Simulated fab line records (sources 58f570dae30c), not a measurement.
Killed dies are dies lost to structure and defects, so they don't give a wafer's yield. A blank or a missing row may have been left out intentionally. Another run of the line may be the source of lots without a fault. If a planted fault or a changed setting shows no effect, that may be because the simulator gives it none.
The same fault as seen by 2 desks :: flow berkeley-cmos170 :: each desk holds nothing but its own numbers, with what lay behind them at the end

## DESK OF THE TOOL OWNER: pecvd-04
The tool's own readings at UCB170_V1_CVD_00 (deposits SiO2 from TEOS/O2, target thk 2000 nm, time 250 s): means of the sampled wafers that have a number, for each lot that ran on this tool. A lot is out of limits, marked OUT, if its mean lies more than 4 standard deviations from the usual mean; the brackets give that distance.
Columns: A = heater-power-w at UCB170_V1_CVD_00, usual 259 W
lot: L834
first seen here: day 7 21:53
A: 286

lot: L842
first seen here: day 9 09:58
A: 248
Finding of this desk: none of the 2 lots has anything out of limits.

## FROM THE METROLOGY DESK
What the gauges read, lot by lot, whatever tool the lot ran on: means of the sampled wafers that have a number. A lot is out of limits, marked OUT, if its mean lies more than 4 standard deviations from the usual mean; the brackets give that distance. Of its 11 readings 7 are shown: those that lie furthest out on some lot.
Columns: A = cd-nm at UCB170_M1_CD_MEAS_09, usual 699.6 nm; B = M1_OVL at UCB170_M1_OVL_MEAS_10, usual 1 nm; C = V1_POLISHED_THK at UCB170_V1_THK_MEAS_04, usual 999.3 nm; D = cd-nm at UCB170_V1_CD_MEAS_12, usual 700.1 nm; E = V1_OVL at UCB170_V1_OVL_MEAS_13, usual -1 nm; F = M2_AL_RS at UCB170_M2_RS_MEAS_02, usual 0.0324 ohm/sq; G = M2_AL_THK at UCB170_M2_THK_MEAS_03, usual 885 nm
lot: L834
first seen here: day 7 11:59
A: 700.3
B: -8
C: 999.9
D: 699.8
E: -6
F: 0.0324
G: 882

lot: L836
first seen here: day 7 12:30
A: 697.6
B: 8
C: 997.7
D: 699.9
E: -5
F: 0.0318
G: 901

lot: L839
first seen here: day 8 22:45
A: 700.6
B: -7
C: 999.6
D: 699.0
E: -1
F: 0.0325
G: 882

lot: L842
first seen here: day 9 04:53
A: 700.3
B: 3
C: 999.7
D: 699.4
E: -6
F: 0.0322
G: 891

lot: L841
first seen here: day 9 06:47
A: 699.6
B: 7
C: 1000.7
D: 698.8
E: 1
F: 0.0322
G: 888
Finding of this desk: none of the 5 lots has anything out of limits.

## ALL TOGETHER
The tool owner's desk saw nothing out of limits.
At the metrology desk, nothing out of limits was observed.

## WHAT THE SIMULATOR HAD INSERTED
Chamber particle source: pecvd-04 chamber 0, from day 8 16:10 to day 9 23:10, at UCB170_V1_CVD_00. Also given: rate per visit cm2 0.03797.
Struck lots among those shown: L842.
